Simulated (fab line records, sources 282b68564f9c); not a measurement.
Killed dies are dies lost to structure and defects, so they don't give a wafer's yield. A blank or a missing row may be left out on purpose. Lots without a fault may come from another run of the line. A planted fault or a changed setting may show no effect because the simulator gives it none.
One fault seen from 2 desks | flow rit_cmos | each desk has only its own numbers; what lay behind them comes last

THE METROLOGY DESK
What the gauges read, lot by lot, whatever tool the lot ran on: means of the sampled wafers that have a number. A lot is out of limits, marked OUT, if its mean lies more than 4 standard deviations from the usual mean; the brackets give that distance.
Columns: A = FOX1_OXIDE_THK at RIT_FOX1_THK_MEAS_01, usual 352 nm; B = FOX2_OXIDE_THK at RIT_FOX2_THK_MEAS_01, usual 352 nm; C = FIELD_OXIDE_LEFT_1_THK at RIT_FOX2_THK_MEAS_90, usual 324 nm; D = NWELL_OVL at RIT_NWELL_OVL_MEAS_06, usual 0.9 nm
lot  | first seen here | A   | B   | C   | D
L757 | day 1 17:20     | 356 | 357 | 330 | 3.2
L758 | day 1 23:23     | 350 | 355 | 328 | 3.0
L763 | day 3 00:08     | 351 | 347 | 320 | -1.1
L767 | day 3 18:57     | 344 | 364 | 337 | 2.0
L774 | day 5 05:50     | 350 | 346 | 319 | 0.9
L779 | day 6 06:52     | 355 | 347 | 319 | 1.5
This desk's finding: nothing out of limits on any of the 6 lots.

THE TOOL OWNER'S DESK: litho_track-01
The tool's own readings at RIT_NWELL_SOFTBAKE_02 (time 60 s): means of the sampled wafers that have a number, for each lot that ran on this tool. A lot is out of limits, marked OUT, if its mean lies more than 4 standard deviations from the usual mean; the brackets give that distance.
Columns: A = heater_power_total_W at RIT_NWELL_SOFTBAKE_02, usual 34.57 W; B = plate_temp_C at RIT_NWELL_SOFTBAKE_02, usual 90.01 C; C = resist_line_temp_C at RIT_NWELL_SOFTBAKE_02, usual 22.98 C
lot  | first seen here | A               | B               | C
L757 | day 1 20:04     | 34.60           | 90.06           | 22.88
L763 | day 3 02:52     | 32.61 (-40) OUT | 86.39 (-28) OUT | 23.09
L767 | day 3 21:46     | 32.62 (-40) OUT | 86.40 (-28) OUT | 22.97
This desk's finding: out of limits on L763, L767; first on L763, day 3 02:52 (heater_power_total_W at RIT_NWELL_SOFTBAKE_02). In limits: L757.

PUT TOGETHER
The tool owner's desk could have raised an alarm at day 3 02:52, on L763, L767.
The metrology desk saw nothing out of limits.
The metrology desk has L763, L767 on record, within its limits.
Of the lots named, all ran RIT_NWELL_SOFTBAKE_02 on litho_track-01.

WHAT THE SIMULATOR HAD PUT IN
Process parameter drift: litho_track-01, from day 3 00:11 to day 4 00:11, at RIT_NWELL_SOFTBAKE_02. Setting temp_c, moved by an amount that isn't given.
Lots struck among those shown: L763, L767.
Hours from the fault's start to each desk's first reading out of limits: the tool owner's desk, 3.
